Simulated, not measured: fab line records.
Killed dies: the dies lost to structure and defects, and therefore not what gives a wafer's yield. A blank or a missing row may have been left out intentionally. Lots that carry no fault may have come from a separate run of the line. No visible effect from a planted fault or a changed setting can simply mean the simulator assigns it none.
Split-lot experiment	flow ritCmos	route with 202 steps; 5 lots, 23 wafers read

SPLIT DETAILS
At RIT_NRETRO_COAT_01 (resist thk 1300 nm), the setting spinRpm was moved away from the recipe's 2000 rpm on 8 of the 23 wafers read, by -5.8% to +5.4%. For the rest of the wafers, this setting stayed at what the recipe calls for.

FROM THE SPLIT TO THE READING: what the file shows between them, 3 steps
- RIT_NRETRO_SOFTBAKE_02: time 60 s
- RIT_NRETRO_EXPOSE_03: exposes mask M4, target cd 43900 nm
- RIT_NRETRO_DEVELOP_05: develop time 68 s

THE READING
NOVOLAK_of_NRETRO_COAT_01.thkNm (the simulator's own value, which no gauge read), in nm, at RIT_NRETRO_HARDBAKE_07 (time 120 s). The file gives no usual value for it. Average 1137 nm, standard deviation 2.7 nm, over the 15 wafers here run with the recipe.

wafer	tool, chamber at the split	spinRpm as run, rpm	against the recipe	NOVOLAK_of_NRETRO_COAT_01.thkNm, nm	against lot-mates on the recipe
L075.1	lithoTrack-02, 0	2000	recipe	1137	-
L075.5	lithoTrack-02, 0	2000	recipe	1137	-
L075.3	lithoTrack-02, 0	2083	+4.2%	1118	-19
L075.4	lithoTrack-02, 0	2083	+4.2%	1113	-24
L075.6	lithoTrack-02, 0	2000	recipe	1138	-
L076.1	lithoTrack-01, 0	2000	recipe	1133	-
L076.2	lithoTrack-01, 0	2109	+5.4%	1105	-30
L076.3	lithoTrack-01, 0	2000	recipe	1134	-
L076.4	lithoTrack-01, 0	2000	recipe	1137	-
L076.5	lithoTrack-01, 0	2109	+5.4%	1104	-31
L078.1	lithoTrack-01, 0	2000	recipe	1133	-
L078.2	lithoTrack-01, 0	2000	recipe	1134	-
L078.3	lithoTrack-01, 0	1883	-5.8%	1168	+33
L078.4	lithoTrack-01, 0	2000	recipe	1138	-
L078.6	lithoTrack-01, 0	1883	-5.8%	1171	+36
L079.3	lithoTrack-04, 0	2000	recipe	1143	-
L079.4	lithoTrack-04, 0	2000	recipe	1139	-
L079.5	lithoTrack-04, 0	2000	recipe	1141	-
L084.1	lithoTrack-04, 0	2090	+4.5%	1112	-24
L084.2	lithoTrack-04, 0	2090	+4.5%	1110	-26
L084.4	lithoTrack-04, 0	2000	recipe	1137	-
L084.5	lithoTrack-04, 0	2000	recipe	1136	-
L084.6	lithoTrack-04, 0	2000	recipe	1136	-

FIT RESULTS
A straight line over all 23 wafers: NOVOLAK_of_NRETRO_COAT_01.thkNm changes by -5.64 nm for each +1% of spinRpm; r = -0.99; the points scatter about the line by 2.6 nm.
The same after taking each lot's own level away (the mean of its wafers on the recipe; 23 wafers): -5.66 nm for each +1%; r = -1.00; scatter 1.7 nm.
According to that fit, moving spinRpm by its largest amount changes the reading by 33 nm.
Measured against the standard deviation above, the lots' own levels, which go from 1134.7 to 1141.0 nm, span 2.3 times it.
Consequently the slope shifts little with the lot-to-lot level, the two slopes agreeing.
Check: +33.6 nm against its lot-mates is what the line predicts for one of the wafers moved furthest among these (-5.8%) when that wafer is left out of the fit. It came out at +33 nm against them.

ADDITIONAL SPLITS CARRIED BY THESE WAFERS
Before the reading, these wafers also passed through other splits. Each is held against what the fit with the lots' levels taken away leaves over:
other split on the same wafers	wafers away from the commonest value	r with NOVOLAK_of_NRETRO_COAT_01.thkNm (lot level and that fit taken away)
RIT_ACTIVE_OXIDATION_01 oxTimeS	15	+0.04
RIT_NWELL_COAT_01 spinRpm	8	-0.03
RIT_PWELL_IMPLANT_08 energyKev	11	-0.17

THE WHOLE CHAIN: every reading that the file lists as answering this split, in the file's order
step	what it does	reading	change (the file's fit)	r (the file's)
RIT_NRETRO_COAT_01	resist thk 1300 nm	NOVOLAK_of_NRETRO_COAT_01.thkNm (the simulator's own value, which no gauge read)	-6.54 nm for each +1% of the setting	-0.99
RIT_NRETRO_HARDBAKE_07	time 120 s	NOVOLAK_of_NRETRO_COAT_01.thkNm (the simulator's own value, which no gauge read)	-5.63 nm for each +1% of the setting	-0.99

FILE'S OWN FIT
NOVOLAK_of_NRETRO_COAT_01.thkNm changes by -5.63 nm for each +1% of spinRpm, r = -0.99.
